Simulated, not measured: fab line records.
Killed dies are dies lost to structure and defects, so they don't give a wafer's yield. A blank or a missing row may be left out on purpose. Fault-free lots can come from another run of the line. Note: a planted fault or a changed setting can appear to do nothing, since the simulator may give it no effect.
fab line records + flow ritCmos + part 2 of 2: steps 33 to 33 of 33
[record]
- lots = 5
- wafers = 23
route steps=202 shown ACTIVE@4 NWELL@36 PWELL@41 WELLDRIVE@50 PRETRO@72 GATE@81 NLDD@111 PLDD@116 PSD@144 M1@202
startH: hours from the record's first day to the start of the lot's first wafer shown + waitH: hours since the lot's step before + " unchanged from the row above + L1.1+2: a single row standing in for several wafers + - value missing, or start not given + * or withheld: withheld + < > ~ a bound
route shown NAME@n: a module of which the file shows steps, and the number in the route of the first + usual: mean/standard deviation of fault-free wafers + same: alike in all rows + chamber/n: place in a boat + sites: each site's reading + _std_site: how widely they spread, as a standard deviation + _edge_site: mean of outer sites minus mean of inner sites + radiusMm: how far each site lies from the wafer's centre + mask NAME#n: copy n + behind: the tool/chamber that last shaped the wafer + hold: why the lot was held/for how many hours/how that ended + device: whichever transistor did not switch (one of n, p or np) + end of line: at the end of the route, the tests of the same wafers + where a step has no rows: the recipe by itself + killed: count of dies lost to structure and defects at first sort (not the wafer's yield) + map: per-die view of a wafer (x killed, . not killed, _ where there is no die)
set.NAME: the setting that was run; set.NAME@STEP: the one run at that earlier step + model.NAME: the simulator's own value behind a step, which no gauge read
lots where settings were altered on purpose, with a table for each step and a row for each wafer
[[steps]]
[step RIT_M1_PROBE_99]
[usual]
- killedAtContacts = 0.1/0.36
- killedAtFrontEnd = 6.2/2.8
- killedDies = 6.3/2.9
- killedOpen = 3.3/2.1
- killedShort = 3.0/1.7
[same]
- grossDies = 264
- killed_at_M0_to_M3 = 0
- killed_at_M4_up = 0
- killedAtBackSide = 0
- killedAtOther = 0
| lot.wafer | tool      | chamber | startH | waitH | set.tempC@GATE_OXIDATION_05 | killedAtContacts | killedAtFrontEnd | killedDies | killedOpen | killedShort | model.etest.nmos_0p15.driveUaUm | model.etest.nmos_0p15.rOnOhmUm | model.etest.nmos_0p3.driveUaUm | model.etest.nmos_0p3.rOnOhmUm | model.etest.nmosNarrow.driveUaUm | model.etest.pmos_0p3.rOnOhmUm |
|-----------|-----------|---------|--------|-------|-----------------------------|------------------|------------------|------------|------------|-------------|---------------------------------|--------------------------------|--------------------------------|-------------------------------|----------------------------------|-------------------------------|
| L074.2    | prober-02 | -       | 63.96  | 0.1   | 919.7                       | 0                | 5                | 5          | 3          | 2           | 373.1                           | 1254                           | 161.3                          | 2570                          | 164                              | 7791                          |
| L074.3    | prober-02 | -       | 64.01  | 0.2   | 919.7                       | 0                | 6                | 6          | 2          | 4           | 377.7                           | 1225                           | 163.9                          | 2548                          | 168.7                            | 7921                          |
| L074.4    | prober-02 | -       | 64.06  | 0.2   | 919.7                       | 0                | 6                | 6          | 3          | 3           | 369.7                           | 1266                           | 161.4                          | 2591                          | 164.5                            | 7960                          |
| L074.5    | prober-02 | -       | 64.11  | 0.2   | 919.7                       | 0                | 8                | 8          | 5          | 3           | 367.6                           | 1266                           | 158.5                          | 2594                          | 159.4                            | 7993                          |
| L074.6    | prober-02 | -       | 64.16  | 0.2   | 919.7                       | 0                | 4                | 4          | 3          | 1           | 372.2                           | 1259                           | 163.6                          | 2558                          | 165                              | 7775                          |
| L075.1    | prober-01 | -       | 67.70  | 0.1   | 900                         | 0                | 6                | 6          | 2          | 4           | 485.9                           | 1084                           | 229.2                          | 2124                          | 228.7                            | 6038                          |
| L075.2    | prober-01 | -       | 67.75  | 0.1   | 900                         | 0                | 7                | 7          | 4          | 3           | 473.4                           | 1100                           | 224.6                          | 2142                          | 224                              | 6095                          |
| L075.3    | prober-01 | -       | 67.80  | 0.2   | 900                         | 1                | 10               | 11         | 6          | 5           | 475.9                           | 1115                           | 225.3                          | 2140                          | 227.8                            | 6289                          |
| L075.5    | prober-01 | -       | 67.90  | 0.2   | 900                         | 0                | 5                | 5          | 1          | 4           | 478.6                           | 1106                           | 225.4                          | 2147                          | 226.5                            | 6255                          |
| L075.6    | prober-01 | -       | 67.95  | 0.2   | 900                         | 0                | 7                | 7          | 7          | 0           | 463.9                           | 1127                           | 221.2                          | 2155                          | 220.6                            | 6222                          |
| L078.1    | prober-02 | -       | 79.17  | 0.1   | 900                         | 0                | 6                | 6          | 4          | 2           | 480                             | 1106                           | 226.7                          | 2127                          | 230.7                            | 6082                          |
| L078.2    | prober-02 | -       | 79.22  | 0.1   | 900                         | 1                | 8                | 9          | 5          | 4           | 475.2                           | 1109                           | 224.1                          | 2172                          | 224.7                            | 6175                          |
| L078.4    | prober-02 | -       | 79.32  | 0.2   | 900                         | 0                | 1                | 1          | 0          | 1           | 464.5                           | 1132                           | 222.1                          | 2170                          | 223.7                            | 6153                          |
| L078.5    | prober-02 | -       | 79.37  | 0.2   | 900                         | 0                | 5                | 5          | 4          | 1           | 472.4                           | 1107                           | 222.8                          | 2166                          | 227.3                            | 6323                          |
| L078.6    | prober-02 | -       | 79.42  | 0.2   | 900                         | 0                | 9                | 9          | 3          | 6           | 475.6                           | 1095                           | 226.4                          | 2139                          | 226.3                            | 6224                          |
| L079.1    | prober-01 | -       | 87.45  | 0.1   | 914.8                       | 0                | 3                | 3          | 0          | 3           | 403.8                           | 1189                           | 176.2                          | 2441                          | 178.8                            | 7134                          |
| L079.2    | prober-01 | -       | 87.50  | 0.1   | 914.8                       | 0                | 7                | 7          | 4          | 3           | 401.5                           | 1205                           | 180.4                          | 2436                          | 180.5                            | 7024                          |
| L079.3    | prober-01 | -       | 87.55  | 0.2   | 914.8                       | 1                | 2                | 3          | 1          | 2           | 401.7                           | 1209                           | 171.7                          | 2479                          | 174.1                            | 7179                          |
| L079.4    | prober-01 | -       | 87.60  | 0.2   | 914.8                       | 0                | 6                | 6          | 3          | 3           | 403.3                           | 1197                           | 177.1                          | 2420                          | 181.3                            | 7217                          |
| L079.6    | prober-01 | -       | 87.70  | 0.2   | 914.8                       | 0                | 5                | 5          | 1          | 4           | 389.2                           | 1206                           | 170.3                          | 2471                          | 173.8                            | 7200                          |
| L081.1    | prober-01 | -       | 93.29  | 0.1   | 900                         | 0                | 3                | 3          | 1          | 2           | 469.6                           | 1100                           | 228.7                          | 2118                          | 235.4                            | 6304                          |
| L081.5    | prober-01 | -       | 93.49  | 0.2   | 900                         | 0                | 5                | 5          | 4          | 1           | 472.4                           | 1099                           | 229.3                          | 2124                          | 236.8                            | 6240                          |
| L081.6    | prober-01 | -       | 93.54  | 0.2   | 900                         | 0                | 2                | 2          | 2          | 0           | 463.1                           | 1097                           | 224.6                          | 2134                          | 233.2                            | 6340                          |
// killed by level:class
L074.2 GATE:geometricParticle:open=2 GATE:geometricParticle:short=2 FOX2:geometricParticle:open=1
L074.3 GATE:geometricParticle:short=2 FOX1:geometricParticle:short=1 GATE:geometricParticle:open=1 SILICIDE:geometricParticle:open=1 SILICIDE:geometricParticle:short=1
L074.4 GATE:geometricParticle:open=3 FOX2:geometricParticle:short=1 REOX:geometricParticle:short=1 SILICIDE:geometricParticle:short=1
L074.5 FOX1:geometricParticle:open=2 GATE:geometricParticle:open=2 SILICIDE:geometricParticle:short=2 GATE:geometricParticle:short=1 SILICIDE:geometricParticle:open=1
L074.6 GATE:geometricParticle:open=3 GATE:geometricParticle:short=1
L075.1 GATE:geometricParticle:short=2 FOX1:geometricParticle:short=1 FOX1:geometricParticle:open=1 REOX:geometricParticle:open=1 SILICIDE:geometricParticle:short=1
L075.2 GATE:geometricParticle:short=3 GATE:geometricParticle:open=3 FOX1:geometricParticle:open=1
L075.3 FOX2:geometricParticle:short=2 GATE:geometricParticle:open=2 REOX:geometricParticle:short=2 SILICIDE:geometricParticle:open=2 GATE:geometricParticle:short=1 REOX:geometricParticle:open=1 CONTACT:geometricParticle:open=1
L075.5 GATE:geometricParticle:short=2 REOX:geometricParticle:short=2 SILICIDE:geometricParticle:open=1
L075.6 SPACER:geometricParticle:open=3 GATE:geometricParticle:open=2 FOX1:geometricParticle:open=1 SILICIDE:geometricParticle:open=1
L078.1 GATE:geometricParticle:open=4 GATE:geometricParticle:short=1 REOX:geometricParticle:short=1
L078.2 GATE:geometricParticle:short=3 GATE:geometricParticle:open=3 FOX1:geometricParticle:short=1 SILICIDE:geometricParticle:open=1 CONTACT:geometricParticle:open=1
L078.4 GATE:geometricParticle:short=1
L078.5 SILICIDE:geometricParticle:open=3 FOX1:geometricParticle:short=1 GATE:geometricParticle:open=1
L078.6 GATE:geometricParticle:open=3 GATE:geometricParticle:short=3 FOX1:geometricParticle:short=2 SPACER:geometricParticle:short=1
L079.1 SPACER:geometricParticle:short=2 GATE:geometricParticle:short=1
L079.2 SILICIDE:geometricParticle:open=3 FOX2:geometricParticle:short=1 FOX2:geometricParticle:open=1 GATE:geometricParticle:short=1 SPACER:geometricParticle:short=1
L079.3 GATE:geometricParticle:open=1 SILICIDE:geometricParticle:short=1 CONTACT:geometricParticle:short=1
L079.4 FOX1:geometricParticle:open=1 GATE:geometricParticle:open=1 REOX:geometricParticle:open=1 REOX:geometricParticle:short=1 SPACER:geometricParticle:short=1 SILICIDE:geometricParticle:short=1
L079.6 SPACER:geometricParticle:short=2 FOX1:geometricParticle:short=1 FOX2:geometricParticle:short=1 SPACER:geometricParticle:open=1
L081.1 GATE:geometricParticle:open=1 REOX:geometricParticle:short=1 SILICIDE:geometricParticle:short=1
L081.5 SILICIDE:geometricParticle:open=2 REOX:geometricParticle:open=1 SPACER:geometricParticle:open=1 SILICIDE:geometricParticle:short=1
L081.6 REOX:geometricParticle:open=2
[[key]]
[split]
- step = RIT_ACTIVE_CVD_03
- setting = pressureMtorr
- stated = 300
- by = lot
[response]
- step = RIT_ACTIVE_CVD_03
- reading = model.Si3N4_of_ACTIVE_CVD_03.thkNm
- change = +0.463
- per = 1%
- r = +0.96
[response]
- step = RIT_ACTIVE_THK_MEAS_04
- reading = ACTIVE_NITRIDE_THK
- change = +0.463
- per = 1%
- r = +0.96
[split]
- step = RIT_ACTIVE_EXPOSE_08
- setting = doseMj
- stated = 225
- by = wafer
[response]
- step = RIT_ACTIVE_CD_MEAS_11
- reading = cdNm
- change = -2.62
- per = 1%
- r = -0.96
[response]
- step = RIT_ACTIVE_ETCH_13
- reading = model.ACTIVE.cdNm
- change = -2.68
- per = 1%
- r = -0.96
[response]
- step = RIT_ACTIVE_CD_MEAS_90
- reading = cdNm
- change = -2.72
- per = 1%
- r = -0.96
[split]
- step = RIT_ACTIVE_ETCH_13
- setting = rfW
- stated = 125
- by = wafer
response none clear
[split]
- step = RIT_NWELL_IMPLANT_08
- setting = doseCm2
- stated = 5e+13
- by = wafer
[response]
- step = RIT_NWELL_TW_MEAS_10
- reading = NWELL_TW
- change = +6.99
- per = 1%
- r = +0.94
[response]
- step = RIT_WELLDRIVE_RS_MEAS_01
- reading = NWELL_RS
- change = -1.76
- per = 1%
- r = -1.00
[split]
- step = RIT_PWELL_SOFTBAKE_02
- setting = tempC
- stated = 90
- by = wafer
[response]
- step = RIT_PWELL_DEVELOP_05
- reading = model.NOVOLAK_of_PWELL_COAT_01.thkNm
- change = -3.58
- per = 1%
- r = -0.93
[split]
- step = RIT_PWELL_DEVELOP_05
- setting = developTimeS
- stated = 68
- by = wafer
response none clear
[split]
- step = RIT_PRETRO_IMPLANT_08
- setting = energyKev
- stated = 45
- by = wafer
[response]
- step = RIT_PRETRO_IMPLANT_08
- reading = model.implant.rpNm
- change = +1.39
- per = 1%
- r = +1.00
[response]
- step = RIT_PRETRO_IMPLANT_08
- reading = model.implant.drpNm
- change = +0.324
- per = 1%
- r = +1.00
[split]
- step = RIT_GATE_OXIDATION_05
- setting = tempC
- stated = 900
- by = lot
[response]
- step = RIT_GATE_OXIDATION_05
- reading = model.SiO2_of_GATE_OXIDATION_05.thkNm
- change = +0.383
- per = 1%
- r = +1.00
[response]
- step = RIT_GATE_THK_MEAS_07
- reading = GATE_OXIDE_THK
- change = +0.38
- per = 1%
- r = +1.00
[response]
- step = RIT_M1_PROBE_99
- reading = model.etest.pmos_0p3.rOnOhmUm
- change = +706
- per = 1%
- r = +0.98
[response]
- step = RIT_M1_PROBE_99
- reading = model.etest.nmos_0p3.rOnOhmUm
- change = +193
- per = 1%
- r = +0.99
[response]
- step = RIT_M1_PROBE_99
- reading = model.etest.nmos_0p15.rOnOhmUm
- change = +64.7
- per = 1%
- r = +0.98
[response]
- step = RIT_M1_PROBE_99
- reading = model.etest.nmos_0p15.driveUaUm
- change = -45.7
- per = 1%
- r = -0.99
[response]
- step = RIT_M1_PROBE_99
- reading = model.etest.nmosNarrow.driveUaUm
- change = -29.6
- per = 1%
- r = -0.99
[response]
- step = RIT_M1_PROBE_99
- reading = model.etest.nmos_0p3.driveUaUm
- change = -29.5
- per = 1%
- r = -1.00
[split]
- step = RIT_NLDD_IMPLANT_08
- setting = doseCm2
- stated = 5e+14
- by = wafer
[response]
- step = RIT_SDANNEAL_RS_MEAS_07
- reading = NLDD_RS
- change = -1.28
- per = 1%
- r = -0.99
[split]
- step = RIT_PLDD_SOFTBAKE_02
- setting = tempC
- stated = 90
- by = wafer
[response]
- step = RIT_PLDD_DEVELOP_05
- reading = model.NOVOLAK_of_PLDD_COAT_01.thkNm
- change = -2.38
- per = 1%
- r = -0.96
[split]
- step = RIT_PSD_SOFTBAKE_02
- setting = tempC
- stated = 90
- by = wafer
[response]
- step = RIT_PSD_DEVELOP_05
- reading = model.NOVOLAK_of_PSD_COAT_01.thkNm
- change = -2.3
- per = 1%
- r = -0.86
